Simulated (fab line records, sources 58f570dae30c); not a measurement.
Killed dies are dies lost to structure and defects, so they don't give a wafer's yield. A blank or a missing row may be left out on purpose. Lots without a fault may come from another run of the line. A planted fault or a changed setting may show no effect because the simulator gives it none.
Split-lot experiment | flow berkeley_cmos170 | 5 lots, 23 wafers read, on a route of 331 steps

THE SPLIT
At UCB170_PSD_PEB_04, the setting peb_temp_c was moved away from the recipe's 130 C on 5 of the 23 wafers read, by -1.2% to +3.0%. The other wafers ran this setting at the recipe's value.

FROM THE SPLIT TO THE READING: what the file shows between them, 1 step
- UCB170_PSD_DEVELOP_05: develop time 46.88 s

THE READING
cd_nm, in nm, at UCB170_PSD_CD_MEAS_06 (target cd 1200 nm). Fault-free wafers of this fab line usually give 1200.7 nm, standard deviation 1.3 nm.

wafer  | tool, chamber at the split | peb_temp_c as run, C | against the recipe | cd_nm, nm | against lot-mates on the recipe
L074.1 | litho_track-01, 0          | 130                  | recipe             | 1199.6    | -
L074.3 | litho_track-01, 0          | 130                  | recipe             | 1201.1    | -
L074.4 | litho_track-01, 0          | 130                  | recipe             | 1200.4    | -
L074.5 | litho_track-01, 0          | 130                  | recipe             | 1200.5    | -
L074.6 | litho_track-01, 0          | 130                  | recipe             | 1198.2    | -
L076.1 | litho_track-04, 0          | 128.4                | -1.2%              | 1188.5    | -11.9
L076.2 | litho_track-04, 0          | 130                  | recipe             | 1200.6    | -
L076.4 | litho_track-04, 0          | 128.4                | -1.2%              | 1189.4    | -11.0
L076.5 | litho_track-04, 0          | 130                  | recipe             | 1200.4    | -
L076.6 | litho_track-04, 0          | 130                  | recipe             | 1200.1    | -
L077.1 | litho_track-03, 0          | 130                  | recipe             | 1199.2    | -
L077.3 | litho_track-03, 0          | 130                  | recipe             | 1199.5    | -
L077.4 | litho_track-03, 0          | 130                  | recipe             | 1199.8    | -
L077.5 | litho_track-03, 0          | 130                  | recipe             | 1199.9    | -
L077.6 | litho_track-03, 0          | 130                  | recipe             | 1198.6    | -
L080.1 | litho_track-03, 0          | 133.9                | +3.0%              | 1221.4    | +21.1
L080.2 | litho_track-03, 0          | 130                  | recipe             | 1201.2    | -
L080.4 | litho_track-03, 0          | 133.9                | +3.0%              | 1222.3    | +22.0
L080.5 | litho_track-03, 0          | 133.9                | +3.0%              | 1222.0    | +21.7
L080.6 | litho_track-03, 0          | 130                  | recipe             | 1199.4    | -
L085.1 | litho_track-01, 0          | 130                  | recipe             | 1201.0    | -
L085.4 | litho_track-01, 0          | 130                  | recipe             | 1202.3    | -
L085.5 | litho_track-01, 0          | 130                  | recipe             | 1202.2    | -

THE FIT
A straight line over all 23 wafers: cd_nm changes by +7.48 nm for each +1% of peb_temp_c; r = +0.99; the points scatter about the line by 1.2 nm.
The same after taking each lot's own level away (the mean of its wafers on the recipe; 23 wafers): +7.47 nm for each +1%; r = +0.99; scatter 0.96 nm.
On that fit, the largest move of peb_temp_c shifts the reading by 22 nm.
The lots' own levels span 1199.40 to 1201.83 nm, that is 1.9 times the standard deviation above.
So the lot-to-lot level changes the slope little: the two slopes agree.
Check: with one of the wafers moved furthest among these (+3.0%) left out of the fit, the line predicts +22.6 nm for it against its lot-mates. It came out at +21.1 nm against them.

OTHER SPLITS ON THESE WAFERS
These wafers also went through other splits before the reading. Each is held against what the fit with the lots' levels taken away leaves over:
other split on the same wafers        | wafers away from the commonest value | r with cd_nm (lot level and that fit taken away)
UCB170_START_OXIDATION_02 ox_time_s   | 10                                   | -0.18
UCB170_NWELL_CVD_04 sih2cl2_flow_sccm | 10                                   | -0.34
UCB170_NWELL_ETCH_13 time_s           | 8                                    | +0.17
UCB170_PWELL_CVD_05 sih2cl2_flow_sccm | 18                                   | -0.15
UCB170_PWELL_IMPLANT_15 dose_cm2      | 10                                   | +0.04
UCB170_PVT_COAT_01 resist_thk_nm      | 5                                    | +0.02
UCB170_NLDD_PEB_04 peb_temp_c         | 5                                    | +0.22
UCB170_NLDD_IMPLANT_08 dose_cm2       | 9                                    | +0.26

THE WHOLE CHAIN: every reading that the file lists as answering this split, in the file's order
step                  | what it does         | reading                                                    | change (the file's fit)              | r (the file's)
UCB170_PSD_DEVELOP_05 | develop time 46.88 s | PSD.cd_nm (the simulator's own value, which no gauge read) | +7.45 nm for each +1% of the setting | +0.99
UCB170_PSD_CD_MEAS_06 | target cd 1200 nm    | cd_nm                                                      | +7.5 nm for each +1% of the setting  | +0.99

THE FILE'S OWN FIT
cd_nm changes by +7.5 nm for each +1% of peb_temp_c, r = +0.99.
